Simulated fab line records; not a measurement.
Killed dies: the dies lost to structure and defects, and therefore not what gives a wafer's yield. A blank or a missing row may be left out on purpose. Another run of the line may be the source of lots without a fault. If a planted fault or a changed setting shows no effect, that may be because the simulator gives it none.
What tool caused it? ; flow berkeley cmos170 ; 14 lots, 42 wafers sampled, at 3 steps of a route of 331

WHAT THE GAUGES READ, wafer by wafer
UCB170_ACTIVE_THK_MEAS_06.
lot;measured;on;ACTIVE_NITRIDE_THK (nm)
L463;day 3 23:11;film metro-02;224.8 224.1 223.8
L466;day 4 13:34;film metro-03;219.4 217.7 218.5
L465;day 4 13:34;film metro-01;216.3 218.6 217.9
L467;day 4 13:34;film metro-02;216.3 219.2 218.7
L468;day 4 22:34;film metro-03;217.9 217.2 217.3
L469;day 5 12:28;film metro-03;217.3 218.3 218.7
L470;day 5 12:29;film metro-01;222.2 223.2 219.6
L472;day 5 22:55;film metro-02;214.6 217.2 215.6
L471;day 5 16:28;film metro-02;223.8 223.9 222.8
L474;day 6 07:31;film metro-01;163.7 166.0 164.1
L473;day 6 07:31;film metro-03;166.4 168.3 166.2
L483;day 8 15:59;film metro-02;217.2 217.6 216.6
L484;day 8 22:55;film metro-01;220.5 222.7 222.8
L485;day 8 22:53;film metro-02;223.6 223.1 224.0

TOOL THAT RAN EACH LOT (tool first, then ch and the chambers of the sampled wafers, then the start)
lot;UCB170_NWELL_ETCH_13;UCB170_ACTIVE_CVD_05
L463;rie diel-01 ch 1,2, day 2 06:40;lpcvd-02 ch 0, day 3 21:13
L466;rie diel-03 ch 0,2,3, day 2 18:36;lpcvd-01 ch 0, day 4 11:39
L465;rie diel-01 ch 0,1,3, day 2 18:57;lpcvd-01 ch 1, day 4 11:39
L467;rie diel-01 ch 1,2, day 2 22:32;lpcvd-01 ch 1, day 4 11:39
L468;rie diel-03 ch 0,3, day 3 07:02;lpcvd-01 ch 0, day 4 20:39
L469;rie diel-01 ch 0,1,3, day 3 17:05;lpcvd-01 ch 1, day 5 10:32
L470;rie diel-01 ch 2,3, day 3 18:52;lpcvd-01 ch 0, day 5 10:32
L472;rie diel-01 ch 1,3, day 4 04:10;lpcvd-01 ch 1, day 5 21:00
L471;rie diel-03 ch 0,1,2, day 4 04:29;lpcvd-01 ch 1, day 5 14:32
L474;rie diel-03 ch 1,3, day 4 10:06;lpcvd-01 ch 0, day 6 05:36
L473;rie diel-01 ch 2,3, day 4 10:22;lpcvd-01 ch 0, day 6 05:36
L483;rie diel-03 ch 0,3, day 6 13:42;lpcvd-02 ch 0, day 8 14:04
L484;rie diel-01 ch 1,2,3, day 6 20:12;lpcvd-02 ch 0, day 8 20:54
L485;rie diel-01 ch 0,1,3, day 6 23:40;lpcvd-02 ch 1, day 8 20:54
- UCB170_NWELL_ETCH_13: etches Si3N4 in CH3F/Ar/O2, stops on SiO2, target depth 246.4 nm, time 154 s.
- UCB170_ACTIVE_CVD_05: deposits Si3N4 from SiH2Cl2/NH3, target thk 220 nm, time 3300 s.

AS READ BY THE TOOLS THEMSELVES (means over the sampled wafers that have a number; for cases with no such wafer, the mark the record gives instead)
UCB170_NWELL_ETCH_13.
lot;tool;O2_flow_sccm (sccm);drypump motor current A (A);mfc ar sccm (sccm);oes product au (a.u.);throttle valve pct (%)
L463;rie diel-01;7.006;4.9;50.11;0.922;8.24
L466;rie diel-03;7.017;5.7;50.01;0.928;8.01
L465;rie diel-01;7.019;5.3;50.01;0.924;8.19
L467;rie diel-01;6.999;4.9;49.93;0.921;8.24
L468;rie diel-03;7.014;5.9;49.98;0.943;7.93
L469;rie diel-01;6.999;5.3;49.92;0.952;8.20
L470;rie diel-01;7.013;5.4;50.04;0.940;8.19
L472;rie diel-01;7.010;5.2;49.91;0.935;8.23
L471;rie diel-03;7.014;5.9;50.21;0.934;8.03
L474;rie diel-03;7.002;5.8;50.18;0.924;7.89
L473;rie diel-01;7.014;5.4;49.83;0.952;8.19
L483;rie diel-03;6.980;5.9;50.05;0.934;7.93
L484;rie diel-01;6.989;5.3;49.98;0.943;8.21
L485;rie diel-01;7.015;5.3;50.00;0.914;8.21

THE ANSWER, worked out from the rows above alone
Rule: usual is defined by the lots themselves. The widest of any qualifying gaps counts: lots, ordered by their means at a reading, are off when they make up no more than a third of the lots, leave a main group of 4 or more, and stand apart from it by 3 or more times the standard deviation of that group's means. Not used: any main group whose means are identical at the precision the tables above print for the reading. Also off: a lot with no number at a reading for which 4 or more lots have one. Where the step has rows for the other lots, those lots are counted as sound. After the gauges, taken in route order, come the tools' own readings; for these a lot's mean is taken, as printed above. The first step at which some lot is off is used, and at that step the reading that is off furthest; a lot without a number counts as furthest.
Off: at UCB170_ACTIVE_THK_MEAS_06 (ACTIVE_NITRIDE_THK), L474, L473. Mean 219.8 nm and standard deviation 2.8 in the main group.
A tool fits if, at a process step before that reading, it ran every lot that is off, and no sound lot after the first of them. Gauges at UCB170_ACTIVE_THK_MEAS_06: tried the same way as those tools. One fits: UCB170_ACTIVE_CVD_05 on lpcvd-01. A fault onset in the window from L472 (day 5 21:00, its last sound lot) to L473 (day 6 05:36, its first lot off) fits.

WHAT HAD BEEN PUT IN BY THE SIMULATOR
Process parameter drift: lpcvd-01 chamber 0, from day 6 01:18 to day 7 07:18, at UCB170_ACTIVE_CVD_05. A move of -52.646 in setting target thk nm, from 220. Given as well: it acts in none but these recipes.
Lots struck among those shown: L473, L474. The rule above reached the same finding.
